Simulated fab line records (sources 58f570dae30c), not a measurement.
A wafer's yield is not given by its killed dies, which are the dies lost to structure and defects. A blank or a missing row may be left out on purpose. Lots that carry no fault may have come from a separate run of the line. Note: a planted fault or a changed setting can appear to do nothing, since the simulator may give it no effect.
Which tool was responsible? -- flow berkeley cmos170 -- 21 wafers from 7 lots sampled at 2 of the route's 331 steps

## WHAT THE GAUGES READ, wafer by wafer
UCB170_V2_THK_MEAS_01.
lot,measured,on,V2_TEOS_THK (nm)
L502,day 7 06:19,film metro-01,1976 1986 2020
L507,day 8 07:58,film metro-01,1995 2025 2031
L508,day 8 18:02,film metro-04,1993 1984 2031
L510,day 9 10:41,film metro-02,1957 1952 1996
L512,day 9 10:49,film metro-02,2164 2207 2229 2165 2207 2228
L520,day 11 04:11,film metro-02,2007 2029 2025
L522,day 12 06:35,film metro-01,1982 2000 2008

## WHICH TOOL RAN EACH LOT (tool, then ch and the chambers of the sampled wafers, then the start)
lot,UCB170_V2_CVD_00
L502,"pecvd-04 ch 1,2, day 7 06:10"
L507,"pecvd-04 ch 0,1, day 8 07:47"
L508,"pecvd-04 ch 0,1,2, day 8 17:53"
L510,"pecvd-03 ch 0,1, day 9 10:32"
L512,"pecvd-04 ch 0,1, day 9 10:39"
L520,"pecvd-01 ch 0,1,2, day 11 04:01"
L522,"pecvd-03 ch 0,2, day 12 06:25"
- UCB170_V2_CVD_00: deposits SiO2 from TEOS/O2, target thk 2000 nm, time 250 s.

## THE ANSWER, worked out from the rows above alone
Rule: the lots themselves supply what counts as usual. The widest of any qualifying gaps counts: lots, ordered by their means at a reading, are off when they make up no more than a third of the lots, leave a main group of 4 or more, and stand apart from it by 3 or more times the standard deviation of that group's means. The tables above print the reading to a certain number of digits; a main group whose means all agree to those digits is not used. A lot without any number at a reading at which 4 lots or more have one is off too. The other lots that the step has rows for count as sound.
Off: L512, seen at UCB170_V2_THK_MEAS_01 (V2_TEOS_THK). Main group: mean 2000 nm, sd 17.
If a tool, at a process step before that reading, ran all the lots that are off and no sound lot after the first of them, it fits. The gauges at UCB170_V2_THK_MEAS_01 are tried like those tools. One fits: pecvd-04 at UCB170_V2_CVD_00. A fault onset in the window from L508 (day 8 17:53, its last sound lot) to L512 (day 9 10:39, its first lot off) fits.

## WHAT THE SIMULATOR PUT IN
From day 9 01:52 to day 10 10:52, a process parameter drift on pecvd-04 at UCB170_V2_CVD_00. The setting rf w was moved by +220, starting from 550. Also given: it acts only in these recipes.
Shown lots that were struck: L512. The rule above found the same.
